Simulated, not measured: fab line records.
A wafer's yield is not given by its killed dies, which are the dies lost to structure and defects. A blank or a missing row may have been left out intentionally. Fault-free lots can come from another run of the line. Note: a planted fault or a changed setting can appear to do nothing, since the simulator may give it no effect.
A single fault, viewed from 2 desks || flow berkeley cmos170 || only its own numbers are on each desk; what lay behind them is given at the end

DESK OF THE TOOL OWNER: lpcvd-01
The tool's own readings at UCB170_ACTIVE_CVD_05 (deposits Si3N4 from SiH2Cl2/NH3, target thk 220 nm, time 3300 s): means of the sampled wafers that have a number, for each lot that ran on this tool. A lot is out of limits, marked OUT, if its mean lies more than 4 standard deviations from the usual mean; the brackets give that distance.
Columns: A = spike tc source C at UCB170_ACTIVE_CVD_05, usual 821 C; B = susceptor temp C at UCB170_ACTIVE_CVD_05, usual 800.0 C
{"lot": "L830", "first seen here": "day 5 01:28", "A": 822, "B": 800.2}
{"lot": "L832", "first seen here": "day 6 11:20", "A": 813, "B": 799.9}
{"lot": "L833", "first seen here": "day 6 11:20", "A": 813, "B": 799.9}
{"lot": "L834", "first seen here": "day 6 11:20", "A": 821, "B": 799.4}
{"lot": "L835", "first seen here": "day 6 11:20", "A": 822, "B": 799.8}
{"lot": "L836", "first seen here": "day 6 17:44", "A": 822, "B": 800.0}
{"lot": "L837", "first seen here": "day 6 17:44", "A": 823, "B": 799.5}
Finding of this desk: none of the 7 lots has anything out of limits.

FROM THE METROLOGY DESK
What the gauges read for every lot (on any tool): the sampled wafers with a number, averaged. A lot is out of limits, marked OUT, if its mean lies more than 4 standard deviations from the usual mean; the brackets give that distance.
Columns: A = V2_BOW at UCB170_V2_BOW_MEAS_03, usual 36 um; B = cd nm at UCB170_M3_CD_MEAS_90, usual 700 nm
{"lot": "L829", "first seen here": "day 8 17:56", "A": 36, "B": 702}
{"lot": "L830", "first seen here": "day 8 19:32", "A": 32, "B": 697}
{"lot": "L828", "first seen here": "day 8 21:11", "A": 39, "B": 700}
{"lot": "L831", "first seen here": "day 8 21:33", "A": 37, "B": 700}
{"lot": "L834", "first seen here": "day 11 03:26", "A": 41, "B": 704}
{"lot": "L835", "first seen here": "day 11 03:44", "A": 41, "B": 697}
{"lot": "L832", "first seen here": "day 11 04:02", "A": 47, "B": 696}
{"lot": "L836", "first seen here": "day 11 04:32", "A": 35, "B": 696}
{"lot": "L833", "first seen here": "day 11 05:23", "A": 29, "B": 702}
{"lot": "L837", "first seen here": "day 11 06:01", "A": 34, "B": 695}
{"lot": "L842", "first seen here": "day 12 05:46", "A": 38, "B": 698}
{"lot": "L844", "first seen here": "day 12 18:42", "A": 40, "B": 705}
{"lot": "L845", "first seen here": "day 12 21:48", "A": 40, "B": 696}
{"lot": "L846", "first seen here": "day 12 23:30", "A": 32, "B": 708}
Finding of this desk: none of the 14 lots has anything out of limits.

PUT TOGETHER
The desk of the tool owner found nothing out of limits.
At the metrology desk, nothing out of limits was observed.

WHAT THE SIMULATOR HAD INSERTED
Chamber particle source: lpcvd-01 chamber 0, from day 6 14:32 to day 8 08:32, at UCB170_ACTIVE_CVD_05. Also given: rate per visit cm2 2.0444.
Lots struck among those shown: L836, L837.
